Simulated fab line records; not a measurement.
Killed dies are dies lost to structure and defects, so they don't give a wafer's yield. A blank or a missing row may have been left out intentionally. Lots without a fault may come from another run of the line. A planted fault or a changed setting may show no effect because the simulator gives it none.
A struck lot beside a sound one	flow berkeley-cmos170	27 out of 331 route steps
Sound: these wafers, L306.3, L306.4, L306.5. Wafers struck: L305.1, L305.3, L305.5. Last of all comes the cause.
Order at every step that has rows: each side's tool, ch and its chambers, its first start. Under that, the readings that differ: sound wafers	struck wafers	difference of the means	sigmas: that difference in standard deviations of wafers without a fault.
alike: a reading whose means differ by less than 2 such deviations, as well as words and numbers matching on both sides. not compared: withheld readings; readings where some wafer has no value; bounds like >300 that might hide an equal value; numbers whose values overlap and for which the record gives no deviation.
A row with sigmas, a row that says differs or no value, or rows on one side alone: a step with any of these is where the two part. Numbers that have no deviation but don't overlap get no sigmas and don't part them. A reading missing from all wafers of one side parts the sides only when that side holds two or more wafers.

first, 5 steps without rows for these wafers: UCB170_CONTACT_COAT_10 (resist thk 900 nm); UCB170_CONTACT_SOFTBAKE_11 (time 60 s); UCB170_CONTACT_EXPOSE_12 (exposes mask CONT, target cd 700 nm); UCB170_CONTACT_PEB_13; UCB170_CONTACT_DEVELOP_14 (develop time 45 s).
UCB170_CONTACT_CD_MEAS_15 targets a cd of 700 nm.
  sound on cd-sem-01, day 8 16:32; struck on cd-sem-01, day 8 18:44
  alike: cd-nm
UCB170_CONTACT_OVL_MEAS_16:
  sound on overlay-01, day 8 16:38; struck on overlay-02, day 8 18:51
  alike: CONTACT_OVL
UCB170_CONTACT_ETCH_17: etches BARC in N2/H2.
  sound on rie-diel-01 ch 1,3, day 8 16:40; struck on rie-diel-04 ch 2,3, day 8 18:53
  alike: drypump-motor-current-A, oes-product-au, throttle-valve-pct
UCB170_CONTACT_ETCH_18: etches PSG in CHF3/CF4/Ar, stops on TiSi2, target depth 840 nm, time 195 s.
  sound on rie-diel-01 ch 1,3; struck on rie-diel-04 ch 2,3
  alike: drypump-motor-current-A, oes-product-au, throttle-valve-pct
  not compared: rf-hours-counter-h
UCB170_CONTACT_STRIP_19: strips in O2.
  sound on plasma-asher-03 ch 0,1, day 8 16:52; struck on plasma-asher-03 ch 0,1, day 8 19:03
  alike: drypump-motor-current-A, oes-product-au
  not compared: rf-hours-counter-h
UCB170_CONTACT_CD_MEAS_90 targets a cd of 700 nm.
  sound on cd-sem-02, day 8 16:58; struck on cd-sem-01, day 8 19:09
  alike: cd-nm
then, 1 step without rows for these wafers: UCB170_CONTACT_CLEAN_20 (cleans in SPM, time 600 s).
UCB170_M1_SPUTTER_00: material Al, target thk 600 nm, time 80 s.
  sound on pvd-sputter-03, day 8 17:13; struck on pvd-sputter-03, day 8 19:41
  alike: throttle-valve-pct
UCB170_M1_RS_MEAS_01: measures by four-point-probe.
  sound on film-metro-04, day 8 17:19; struck on film-metro-03, day 8 19:44
reading	sound	struck	difference	sigmas
M1_AL_RS (ohm/sq)	0.0480 0.0481 0.0475	0.0235 0.0240 0.0238	-0.0241	-42
UCB170_M1_THK_MEAS_02: measures by xrf.
  sound on film-metro-04, day 8 17:25; struck on film-metro-03, day 8 19:52
reading	sound	struck	difference	sigmas
M1_AL_THK (nm)	603 605 610	1206 1179 1195	+587	+59
then, 6 steps without rows for these wafers: UCB170_M1_COAT_03; UCB170_M1_COAT_04 (resist thk 900 nm); UCB170_M1_SOFTBAKE_05 (time 60 s); UCB170_M1_EXPOSE_06 (exposes mask METAL1, target cd 700 nm); UCB170_M1_PEB_07; UCB170_M1_DEVELOP_08 (develop time 45 s).
UCB170_M1_CD_MEAS_09 targets a cd of 700 nm.
  sound on cd-sem-01, day 8 18:20; struck on cd-sem-02, day 8 20:46
  alike: cd-nm
UCB170_M1_OVL_MEAS_10:
  sound on overlay-02, day 8 18:26; struck on overlay-01, day 8 20:53
  alike: M1_OVL
UCB170_M1_ETCH_11: etches BARC in N2/H2.
  sound on rie-diel-02 ch 1,2,3, day 8 18:28; struck on rie-diel-02 ch 2,3, day 8 20:55
  alike: drypump-motor-current-A, oes-product-au, throttle-valve-pct
UCB170_M1_METAL_ETCH_12: etches Al in Cl2/BCl3, stops on PSG, target depth 780 nm, time 130 s.
  sound on rie-metal-01 ch 0,1, day 8 18:33; struck on rie-metal-01 ch 0,1, day 8 20:58
reading	sound	struck	difference	sigmas
oes-product-au (a.u.)	0.853 0.855 0.862	1.005 1.003 1.019	+0.152	+16
model.etch.depth-nm (nm)	605.8 604.2 614.4	783.7 781.9 801.2	+180.8	
model.M1.feature-depth-nm (nm)	644 642.8 652.6	783.7 781.9 801.2	+142.5	
  alike: drypump-motor-current-A, throttle-valve-pct
  not compared: rf-hours-counter-h
UCB170_M1_STRIP_13: strips in O2.
  sound on plasma-asher-01 ch 0,1, day 8 18:40; struck on plasma-asher-02 ch 0, day 8 21:05
reading	sound	struck	difference	sigmas
drypump-motor-current-A (A)	6.5 6.4 6.5	5.5 5.5 5.5	-1.0	-3
  alike: oes-product-au
  not compared: rf-hours-counter-h
UCB170_M3_PROBE_99:
  record: rows for the struck wafers here (prober-01, day 9 12:31), none for the sound ones

## WHERE THEY PART
First at UCB170_M1_RS_MEAS_01; last, within this record, at UCB170_M3_PROBE_99.

WHY: what the simulator had put in
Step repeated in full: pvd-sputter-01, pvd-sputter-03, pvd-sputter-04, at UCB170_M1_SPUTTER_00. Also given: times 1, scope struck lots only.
